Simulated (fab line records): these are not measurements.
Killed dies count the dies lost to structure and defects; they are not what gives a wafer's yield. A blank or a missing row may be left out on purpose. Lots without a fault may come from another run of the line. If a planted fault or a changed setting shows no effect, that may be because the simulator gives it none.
Problem report in the 8D (eight disciplines) form, filled by code	flow berkeley_cmos170	the parts of the form that need people (team, actions taken, sign-off) are left out

1. THE PROBLEM
Mean of run_length_s at UCB170_V2_ETCH_14: 276.8 s across 2 wafers in 2 lots; on wafers with no fault it is 319.3 s (standard deviation 0.43). That puts it -99 standard deviations away from the usual mean.
The step: etches SiO2 in CHF3/CF4/Ar, stops on Al, target depth 1250 nm, time 291 s.
Earliest sighting: wafer L892.3 on rie_diel-01 at day 10 07:15. The record holds 42 wafers of 14 lots with a number at this step. Rule for "out", or "out of limits": more than 4 standard deviations from the usual mean. The rest of the wafers with a number are treated as sound.

2. WHAT IT IS AND WHAT IT IS NOT
question	is	is not
which readings at this step	run_length_s, oes_product_au	CHF3_flow_sccm, cf4_flow_sccm, chamber_pressure_mTorr, drypump_motor_current_A, throttle_valve_pct
which lots	L892, L894	L882, L883, L884, L885, L891, L895, L896, L898, L900, L901, L902, L904
which wafers of those lots	L892.3, L894.5	L892.2, L892.5, L894.3, L894.6
read on which tools	rie_diel-01	rie_diel-02, rie_diel-03
when	from day 10 07:15	up to then (17 sound wafers); but 23 sound wafers of L894, L895, L896, L898, L900, L901, L902, L904 came after

3. THE SUSPECTS, EACH WITH WHAT RULES IT OUT
Counting: a tool at a process step up to the reading stays a suspect if it ran every lot that is out. Sound lots after the first of them don't rule it out here, since some wafers of a struck lot are sound.
- rie_diel-01 at UCB170_V2_ETCH_14 (etches SiO2 in CHF3/CF4/Ar, stops on Al, target depth 1250 nm, time 291 s): kept. Every lot that is out went through it, the first being L892 (day 10 07:15); the last sound lot it ran before that was L885 (day 9 01:10). On those wafers its own readings are out: oes_product_au, run_length_s.
- rie_diel-01, UCB170_V2_ETCH_14: wafers that are out in chamber 0, sound lot-mates in chambers 2, 3.
The count leaves rie_diel-01 at UCB170_V2_ETCH_14.

4. THE CAUSE (what the simulator had put in)
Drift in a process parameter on rie_diel-01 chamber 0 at UCB170_V2_ETCH_14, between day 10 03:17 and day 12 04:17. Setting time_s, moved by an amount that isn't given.
Counting left only this tool.

5. SEQUENCE OF EFFECTS, ordered by route
Each row: a reading where the mean over the struck wafers with a number is more than 3 standard deviations away from the usual. Scope: only readings with a usual standard deviation given in the record; hours: median across lots of the time from each lot's start at the first step in this table that gives one to its start at this step; sigmas: change in usual standard deviations.
hours	step	reading	usual	on struck wafers	change	sigmas
0	UCB170_V2_ETCH_14	oes_product_au	0.879 a.u.	0.992	+0.113	+10
0	UCB170_V2_ETCH_14	run_length_s	319.3 s	276.8	-42.6	-99
0	UCB170_V2_STRIP_15	strip_time_to_endpoint_s	15.35 s	16.30	+0.96	+8.0
Here are the process steps it includes:
- UCB170_V2_ETCH_14: etches SiO2 in CHF3/CF4/Ar, stops on Al, target depth 1250 nm, time 291 s.
- UCB170_V2_STRIP_15: strips in O2.
Later measuring or inspecting steps at which every struck wafer that the step has a row for has a number for every such reading, and none has moved that far: UCB170_M3_OVL_MEAS_16.

6. WHAT WOULD HAVE CAUGHT IT SOONER
In this record the first reading out of limits was taken at day 10 07:15, 4 hours after the fault began at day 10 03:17.
